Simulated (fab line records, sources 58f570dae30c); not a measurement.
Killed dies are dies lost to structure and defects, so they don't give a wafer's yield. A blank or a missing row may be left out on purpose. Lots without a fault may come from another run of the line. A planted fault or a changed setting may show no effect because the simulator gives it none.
fab line records | flow berkeley_cmos170
record lots=5 wafers=27
route steps=331 shown NWELL@27 PLDD@150 CONTACT@217 M2@289 M3@331
start_h: hours from the record's first day to the start of the lot's first wafer shown | wait_h: hours since the lot's step before | " the same as in the row above | L1.1+2: a row that stands for several wafers | - no value, or no start given | * or withheld: withheld | < > ~ a bound
route shown NAME@n: a module of which the file shows steps, and the number in the route of the first | usual: mean/standard deviation of fault-free wafers | same: alike in all rows | chamber/n: place in a boat | sites: the reading at each site | _std_site: their standard deviation | _edge_site: outer sites' mean less inner sites' | radius_mm: how far each site lies from the wafer's centre | mask NAME#n: copy n | behind: the tool/chamber that last shaped the wafer | hold: why the lot was held/for how many hours/how that ended | device: the transistor (n, p or np) that didn't switch | end of line: the same wafers' tests at the end of the route | a step without rows: its recipe alone | killed: dies lost to structure and defects at the first sort, not the wafer's yield | map: a wafer's dies, x killed, . not, _ none there
set.NAME: the setting as run; set.NAME@STEP: as run at that earlier step | model.NAME: the simulator's own value behind a step, which no gauge read
lots whose settings were changed on purpose; a table a step, a row a wafer
## steps
# step UCB170_NWELL_ETCH_13
# recipe chemistry=CH3F/Ar/O2 target=Si3N4 stop_on=SiO2 CH3F_flow_sccm=20 Ar_flow_sccm=50 O2_flow_sccm=7 pressure_mtorr=50 rf_w=450 target_depth_a=2464 over_etch_frac=0.1 time_s=154
# usual oes_product_au=0.949/0.01
# columns lot.wafer tool chamber start_h wait_h set.target_depth_a oes_product_au model.KrF_of_NWELL_COAT_07.thk_nm model.etch.depth_nm
L075.1 rie_diel-03 1 43.89 0.0 2055 1.010 750.8 205.4
L075.2 " 0 " " 2055 1.004 749.7 204.2
L075.3 " 3 " " 2464 0.954 720 227.2
L075.4 " 2 " " 2464 0.944 724.2 228.8
L075.5 " 1 " " 2055 1.013 748.7 207.3
L075.6 " 2 " " 2464 0.950 724.3 226.4
L076.1 rie_diel-04 2 44.01 0.0 2464 0.953 722.8 226.4
L076.2 " 0 " " 2464 0.952 730.5 225.1
L076.3 " 1 " " 2464 0.944 722.6 226.4
L076.4 " 3 " " 2464 0.946 724.5 227
L076.5 " 3 " " 2464 0.932 724.8 224.9
L076.6 " 2 " " 2464 0.951 721.5 225.5
L078.1 rie_diel-02 0 53.47 0.0 2464 0.948 722.6 228.2
L078.2 " 1 " " 2464 0.946 723.5 229.5
L078.3 " 2 " " 2464 0.955 721 228.6
L078.4 " 0 " " 2464 0.947 720.9 226.8
L078.5 " 2 " " 2464 0.952 718.6 227.3
L078.6 " 1 " " 2464 0.938 718 228
L081.2 rie_diel-03 1 71.03 0.0 2464 0.962 719.3 225.9
L081.3 " 2 " " 2464 0.944 725.7 227.8
L081.4 " 3 " " 2464 0.967 721.1 227.5
L083.1 rie_diel-04 0 82.98 0.0 2464 0.951 726.3 227.4
L083.2 " 3 " " 2464 0.939 727.4 228
L083.3 " 2 " " 2464 0.961 719.4 226.7
L083.4 " 1 " " 1919 0.994 758 191.5
L083.5 " 1 " " 1919 0.981 758.1 190.4
L083.6 " 2 " " 1919 1.014 757.7 194.1
# step UCB170_NWELL_IMPLANT_14
# recipe species=P dose_cm2=1e+13 energy_kev=150 tilt_deg=7
# step UCB170_NWELL_STRIP_15
# recipe chemistry=O2 power_w=400 pressure_mtorr=3500 platen_temp_c=withheld o2_flow_sccm=400 overash_fraction=0.5
# usual strip_time_to_endpoint_s=18.05/0.073
# columns lot.wafer tool chamber start_h wait_h set.target_depth_a@NWELL_ETCH_13 strip_time_to_endpoint_s
L075.1 plasma_asher-04 1 44.14 0.1 2055 18.71
L075.2 " 0 " " 2055 18.68
L075.3 " 1 " " 2464 17.98
L075.4 " 0 " " 2464 18.06
L075.5 " 1 " " 2055 18.67
L075.6 " 0 " " 2464 18.08
L076.1 plasma_asher-03 0 44.26 0.1 2464 18.06
L076.2 " 1 " " 2464 18.24
L076.3 " 1 " " 2464 18.02
L076.4 " 0 " " 2464 18.10
L076.5 " 0 " " 2464 18.09
L076.6 " 1 " " 2464 18.01
L078.1 plasma_asher-04 0 53.72 0.1 2464 18.04
L078.2 " 1 " " 2464 18.06
L078.3 " 1 " " 2464 18.01
L078.4 " 0 " " 2464 17.99
L078.5 " 1 " " 2464 17.95
L078.6 " 0 " " 2464 17.94
L081.2 plasma_asher-04 0 71.28 0.1 2464 17.95
L081.3 " 0 " " 2464 18.12
L081.4 " 1 " " 2464 18.01
L083.1 plasma_asher-03 1 83.23 0.1 2464 18.13
L083.2 " 0 " " 2464 18.18
L083.3 " 0 " " 2464 17.96
L083.4 " 1 " " 1919 18.89
L083.5 " 0 " " 1919 18.88
L083.6 " 1 " " 1919 18.87
# step UCB170_PLDD_DEVELOP_05
# recipe developer=TMAH develop_time_s=45 resist=KrF dev_temp_c=21
# columns lot.wafer tool chamber start_h wait_h set.develop_time_s
L075.1+2+3+4+5+6 litho_track-02 0 - - 45
L076.1+2+4 litho_track-02 0 - - 45
L076.3+5+6 " 0 " " 22.94
L078.1+3+5 litho_track-03 0 - - 45
L078.2+4+6 " 0 " " 68.79
L081.2+3+4 litho_track-01 0 - - 45
L083.1+2+4 litho_track-01 0 - - 33.66
L083.3+5+6 " 0 " " 45
# step UCB170_PLDD_CD_MEAS_06
# recipe target_cd_nm=1200
# usual cd_nm=1199.5/1.9
# columns lot.wafer tool chamber start_h wait_h set.develop_time_s@PLDD_DEVELOP_05 cd_nm
L075.1 cd_sem-02 - 156.18 - 45 1199.8
L075.2 " - " " 45 1201.1
L075.3 " - " " 45 1200.9
L075.4 " - " " 45 1199.8
L075.5 " - " " 45 1200.8
L075.6 " - " " 45 1200.7
L076.1 cd_sem-01 - 156.73 - 45 1199.3
L076.2 " - " " 45 1200.1
L076.3 " - " " 22.94 1194.4
L076.4 " - " " 45 1201.7
L076.5 " - " " 22.94 1193.7
L076.6 " - " " 22.94 1195.5
L078.1 cd_sem-02 - 169.67 - 45 1196.7
L078.2 " - " " 68.79 1198.4
L078.3 " - " " 45 1195.5
L078.4 " - " " 68.79 1198.5
L078.5 " - " " 45 1196.1
L078.6 " - " " 68.79 1200.9
L081.2 cd_sem-01 - 185.42 - 45 1201.2
L081.3 " - " " 45 1200.5
L081.4 " - " " 45 1199.5
L083.1 cd_sem-02 - 195.85 - 33.66 1196.0
L083.2 " - " " 33.66 1195.7
L083.3 " - " " 45 1198.1
L083.4 " - " " 33.66 1196.9
L083.5 " - " " 45 1198.8
L083.6 " - " " 45 1198.5
# step UCB170_CONTACT_CVD_01
# recipe material=PSG target_thk_nm=700 temp_c=450 precursor=SiH4/O2/PH3 time_s=2820 pressure_mtorr=300 sih4_flow_sccm=60 o2_flow_sccm=90 ph3_flow_sccm=25
# columns lot.wafer tool chamber start_h wait_h set.time_s model.PSG_of_CONTACT_CVD_01.thk_nm
L075.1 - - - 0.0 3571 884.4
L075.2 " - " " 3571 885.6
L075.3 " - " " 3571 877.7
L075.4 " - " " 3571 880.7
L075.5 " - " " 3571 883.6
L075.6 " - " " 3571 887.3
L076.1 - - - 0.0 1558 380.3
L076.2 " - " " 1558 381.8
L076.3 " - " " 1558 378.5
L076.4 " - " " 1558 378.1
L076.5 " - " " 1558 381.2
L076.6 " - " " 1558 381.3
L078.1 - - - 0.4 4024 1005
L078.2+3 " - " " 4024 1006
L078.4 " - " " 4024 1007
L078.5 " - " " 4024 1010
L078.6 " - " " 4024 1008
L081.2 lpcvd-01 1 202.92 0.0 2820 704.6
L081.3 " 1 " " 2820 702
L081.4 " 1 " " 2820 706.1
L083.1 - - - 0.0 2041 508.4
L083.2 " - " " 2041 508.5
L083.3 " - " " 2041 499.7
L083.4 " - " " 2041 505.2
L083.5 " - " " 2041 511.8
L083.6 " - " " 2041 505.5
# step UCB170_CONTACT_THK_MEAS_02
# recipe reads=PSG_of_CONTACT_CVD_01
# usual CONTACT_PSG_THK=700/5.5
# columns lot.wafer tool chamber start_h wait_h set.time_s@CONTACT_CVD_01 CONTACT_PSG_THK[nm]
L075.1 film_metro-04 - - - 3571 885
L075.2 " - " " 3571 886
L075.3 " - " " 3571 877
L075.4 " - " " 3571 880
L075.5 " - " " 3571 884
L075.6 " - " " 3571 887
L076.1 film_metro-01 - - - 1558 380
L076.2 " - " " 1558 382
L076.3 " - " " 1558 378
L076.4 " - " " 1558 378
L076.5 " - " " 1558 381
L076.6 " - " " 1558 381
L078.1 film_metro-01 - - - 4024 1005
L078.2 " - " " 4024 1005
L078.3 " - " " 4024 1006
L078.4 " - " " 4024 1007
L078.5 " - " " 4024 1010
L078.6 " - " " 4024 1007
L081.2 film_metro-01 - 205.61 0.0 2820 704
L081.3 " - " " 2820 703
L081.4 " - " " 2820 706
L083.1 film_metro-04 - - - 2041 509
L083.2 " - " " 2041 508
L083.3 " - " " 2041 500
L083.4 " - " " 2041 505
L083.5 " - " " 2041 512
L083.6 " - " " 2041 506
# step UCB170_CONTACT_HMDS_03
# recipe prime_time_s=60 prime_temp_c=100
# step UCB170_CONTACT_COAT_04
# recipe resist=KrF spin_rpm=1500 resist_thk_nm=900
# step UCB170_CONTACT_ETCH_17
# recipe chemistry=N2/H2 target_depth_a=withheld overetch_a=withheld target=BARC time_s=withheld source_w=500 bias_w=100 pressure_mtorr=30 n2_flow_sccm=100 h2_flow_sccm=200
# step UCB170_CONTACT_ETCH_18
# recipe chemistry=CHF3/CF4/Ar target=PSG stop_on=TiSi2 CHF3_flow_sccm=45 cf4_flow_sccm=15 Ar_flow_sccm=150 pressure_mtorr=200 rf_w=700 target_depth_a=8400 over_etch_frac=0.2 time_s=195
# usual oes_product_au=0.893/0.011
# columns lot.wafer tool chamber start_h wait_h set.time_s@CONTACT_CVD_01 oes_product_au model.etch.depth_nm model.CONTACT.feature_depth_nm
L075.1 rie_diel-01 3 - - 3571 0.987 834.6 834.6
L075.2 " 0 " " 3571 1.034 849.5 849.5
L075.3 " 2 " " 3571 1.009 851.2 851.2
L075.4 " 1 " " 3571 1.006 837.5 837.5
L075.5 " 3 " " 3571 0.989 838.8 838.8
L075.6 " 0 " " 3571 1.025 853.1 853.1
L076.1 rie_diel-04 1 - - 1558 0.660 380.3 380.3
L076.2 " 3 " " 1558 0.648 381.8 381.8
L076.3 " 2 " " 1558 0.647 378.5 378.5
L076.4 " 0 " " 1558 0.653 378.1 378.1
L076.5 " 1 " " 1558 0.655 381.2 381.2
L076.6 " 0 " " 1558 0.668 381.3 381.3
L078.1 rie_diel-01 1 - - 4024 1.011 843.9 843.9
L078.2 " 3 " " 4024 0.986 833.5 833.5
L078.3 " 2 " " 4024 1.021 852.5 852.5
L078.4 " 0 " " 4024 1.030 849.5 849.5
L078.5 " 3 " " 4024 0.980 833.7 833.7
L078.6 " 0 " " 4024 1.025 839.4 839.4
L081.2 rie_diel-02 2 - - 2820 0.895 704.6 704.6
L081.3 " 1 " " 2820 0.880 702 702
L081.4 " 3 " " 2820 0.884 706.1 706.1
L083.1 rie_diel-02 0 - - 2041 0.754 508.4 508.4
L083.2 " 3 " " 2041 0.740 508.5 508.5
L083.3 " 2 " " 2041 0.750 499.7 499.7
L083.4 " 3 " " 2041 0.740 505.2 505.2
L083.5 " 0 " " 2041 0.751 511.8 511.8
L083.6 " 2 " " 2041 0.760 505.5 505.5
# step UCB170_M2_METAL_ETCH_18
# recipe chemistry=Cl2/BCl3 target=Al stop_on=SiO2 pressure_mtorr=12 target_depth_a=11700 over_etch_frac=0.3 time_s=195 icp_w=600 bias_w=120 Cl2_flow_sccm=90 bcl3_flow_sccm=45
# columns lot.wafer tool chamber start_h wait_h set.time_s model.KrF_of_M2_COAT_10.thk_nm model.SiO2_of_V1_CVD_00.thk_nm model.M2.feature_depth_nm
L075.1 rie_metal-04 0 186.17 - 195 209.8 937.4 960.3
L075.2 " 1 " " 195 219.5 937.9 959.8
L075.3 " 0 " " 195 210.1 938.2 959.7
L075.4 " 1 " " 195 208 937.5 960.1
L075.5 " 1 " " 195 214 937.6 953.3
L075.6 " 0 " " 195 213.3 938 959.9
L076.1 rie_metal-03 0 186.37 - 195 233.8 939.6 967.6
L076.2 " 1 " " 292.4 0 904.8 991.5
L076.3 " 0 " " 195 228.3 938.1 961.1
L076.4 " 1 " " 292.4 0 903.8 990.7
L076.5 " 0 " " 292.4 0 903.7 995.2
L076.6 " 1 " " 195 226.5 938.2 964.1
L078.1 rie_metal-04 0 201.08 - 297.8 0 899.7 991.7
L078.2 " 1 " " 195 212.7 938 958.1
L078.3 " 1 " " 195 215.6 936.4 961.5
L078.4 " 0 " " 297.8 0 900.2 992.3
L078.5 " 1 " " 297.8 0 898.8 993.3
L078.6 " 0 " " 195 209.6 936.2 958.9
L081.2 rie_metal-04 0 218.87 - 195 205.4 938.1 970.3
L081.3 " 0 " " 195 196.4 936.1 962.1
L081.4 " 1 " " 195 205.1 938.3 966.1
L083.1 rie_metal-04 1 225.86 - 195 211.7 938.4 958.7
L083.2 " 0 " " 195 201.5 935.6 951.6
L083.3 " 1 " " 195 204.6 936.6 953.5
L083.4 " 0 " " 195 211.4 936.9 947.3
L083.5 " 1 " " 195 211.7 936.7 953.9
L083.6 " 0 " " 195 207.2 936.5 953.2
# step UCB170_M2_STRIP_19
# recipe chemistry=O2 power_w=400 pressure_mtorr=3500 platen_temp_c=withheld o2_flow_sccm=400 overash_fraction=0.5
# usual oes_product_au=0.549/0.011
# columns lot.wafer tool chamber start_h wait_h set.time_s@M2_METAL_ETCH_18 oes_product_au
L075.1 plasma_asher-01 0 186.35 0.1 195 0.535
L075.2 " 1 " " 195 0.558
L075.3 " 0 " " 195 0.549
L075.4 " 1 " " 195 0.537
L075.5 " 1 " " 195 0.543
L075.6 " 0 " " 195 0.540
L076.1 plasma_asher-04 1 186.56 0.1 195 0.565
L076.2 " 0 " " 292.4 0.314
L076.3 " 0 " " 195 0.557
L076.4 " 1 " " 292.4 0.317
L076.5 " 1 " " 292.4 0.314
L076.6 " 0 " " 195 0.560
L078.1 plasma_asher-04 1 201.27 0.1 297.8 0.302
L078.2 " 0 " " 195 0.538
L078.3 " 0 " " 195 0.549
L078.4 " 1 " " 297.8 0.314
L078.5 " 1 " " 297.8 0.314
L078.6 " 0 " " 195 0.541
L081.2 plasma_asher-04 0 219.06 0.1 195 0.530
L081.3 " 1 " " 195 0.531
L081.4 " 0 " " 195 0.536
L083.1 plasma_asher-03 1 226.05 0.1 195 0.550
L083.2 " 0 " " 195 0.534
L083.3 " 1 " " 195 0.540
L083.4 " 0 " " 195 0.538
L083.5 " 0 " " 195 0.550
L083.6 " 1 " " 195 0.535
# step UCB170_M2_CD_MEAS_90
# recipe target_cd_nm=700
# usual cd_nm=699/3
# columns lot.wafer tool chamber start_h wait_h set.time_s@M2_METAL_ETCH_18 cd_nm
L075.1 cd_sem-02 - 186.45 0.1 195 694
L075.2 " - " " 195 695
L075.3 " - " " 195 700
L075.4 " - " " 195 697
L075.5 " - " " 195 697
L075.6 " - " " 195 699
L076.1 cd_sem-01 - 186.66 0.1 195 698
L076.2 " - " " 292.4 679
L076.3 " - " " 195 703
L076.4 " - " " 292.4 679
L076.5 " - " " 292.4 677
L076.6 " - " " 195 703
L078.1 cd_sem-01 - 201.37 0.1 297.8 674
L078.2 " - " " 195 700
L078.3 " - " " 195 697
L078.4 " - " " 297.8 672
L078.5 " - " " 297.8 670
L078.6 " - " " 195 700
L081.2 cd_sem-02 - 219.18 0.1 195 699
L081.3 " - " " 195 697
L081.4 " - " " 195 695
L083.1 cd_sem-02 - 226.15 0.1 195 697
L083.2 " - " " 195 699
L083.3 " - " " 195 697
L083.4 " - " " 195 700
L083.5 " - " " 195 697
L083.6 " - " " 195 698
# step UCB170_M3_PROBE_99
# columns lot.wafer tool chamber start_h wait_h set.time_s@CONTACT_CVD_01 model.etest.field_n_metal.vt_v model.etest.field_p_metal.vt_v
L075.1+2+3+4+5+6 prober-02 - 191.59 0.1 3571 - -
L076.1 prober-01 - 191.82 0.1 1558 35.66 -40.66
L076.2 prober-01 - 191.87 0.1 1558 35.69 -40.75
L076.3 prober-01 - 191.92 0.2 1558 35.98 -41.07
L076.4 prober-01 - 191.97 0.2 1558 35.8 -40.88
L076.5 prober-01 - 192.02 0.2 1558 35.89 -40.78
L076.6 prober-01 - 192.07 0.2 1558 36.1 -41.02
L078.1+2+3+4+5+6 prober-01 - 206.77 0.1 4024 - -
L081.2 prober-02 - 225.78 0.1 2820 52.84 -59.71
L081.3 prober-02 - 225.83 0.2 2820 52.83 -59.97
L081.4 prober-02 - 225.88 0.2 2820 53.64 -60.62
L083.1 prober-01 - 232.16 0.1 2041 41.9 -47.96
L083.2 prober-01 - 232.21 0.1 2041 41.87 -47.72
L083.3 prober-01 - 232.26 0.2 2041 41.17 -47.24
L083.4 prober-01 - 232.31 0.2 2041 41.97 -47.36
L083.5 prober-01 - 232.36 0.2 2041 43.04 -48.46
L083.6 prober-01 - 232.41 0.2 2041 42.38 -47.87
# killed by level:class
L081.2 V1:geometric_particle:short=2 M3:geometric_particle:short=2 GATE:geometric_particle:short=1 SILICIDE:geometric_particle:short=1 V1:geometric_particle:open=1 V2:geometric_particle:open=1
L081.3 GATE:geometric_particle:short=1 M3:geometric_particle:short=1
L081.4 GATE:geometric_particle:open=1
## key
split step=UCB170_NWELL_ETCH_13 setting=target_depth_a stated=2464 by=wafer
response step=UCB170_NWELL_ETCH_13 reading=oes_product_au change=-0.00263 per=1% r=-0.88
response step=UCB170_NWELL_ETCH_13 reading=model.KrF_of_NWELL_COAT_07.thk_nm change=-1.55 per=1% r=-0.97
response step=UCB170_NWELL_ETCH_13 reading=model.etch.depth_nm change=+1.5 per=1% r=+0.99
response step=UCB170_NWELL_STRIP_15 reading=strip_time_to_endpoint_s change=* per=1% r=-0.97
split step=UCB170_PLDD_DEVELOP_05 setting=develop_time_s stated=45 by=wafer
response step=UCB170_PLDD_CD_MEAS_06 reading=cd_nm change=+0.088 per=1% r=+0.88
split step=UCB170_CONTACT_CVD_01 setting=time_s stated=2820 by=lot
response step=UCB170_CONTACT_CVD_01 reading=model.PSG_of_CONTACT_CVD_01.thk_nm change=+7.11 per=1% r=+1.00
response step=UCB170_CONTACT_THK_MEAS_02 reading=CONTACT_PSG_THK change=+7.1 per=1% r=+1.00
response step=UCB170_CONTACT_ETCH_18 reading=oes_product_au change=+0.00425 per=1% r=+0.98
response step=UCB170_CONTACT_ETCH_18 reading=model.etch.depth_nm change=+5.55 per=1% r=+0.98
response step=UCB170_CONTACT_ETCH_18 reading=model.CONTACT.feature_depth_nm change=+5.55 per=1% r=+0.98
response step=UCB170_M3_PROBE_99 reading=model.etest.field_p_metal.vt_v change=-0.429 per=1% r=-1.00
response step=UCB170_M3_PROBE_99 reading=model.etest.field_n_metal.vt_v change=+0.385 per=1% r=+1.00
split step=UCB170_M2_METAL_ETCH_18 setting=time_s stated=195 by=wafer
response step=UCB170_M2_METAL_ETCH_18 reading=model.KrF_of_M2_COAT_10.thk_nm change=-4.3 per=1% r=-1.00
response step=UCB170_M2_METAL_ETCH_18 reading=model.SiO2_of_V1_CVD_00.thk_nm change=-0.7 per=1% r=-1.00
response step=UCB170_M2_METAL_ETCH_18 reading=model.M2.feature_depth_nm change=+0.597 per=1% r=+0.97
response step=UCB170_M2_STRIP_19 reading=oes_product_au change=-0.00465 per=1% r=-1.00
response step=UCB170_M2_CD_MEAS_90 reading=cd_nm change=-0.484 per=1% r=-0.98
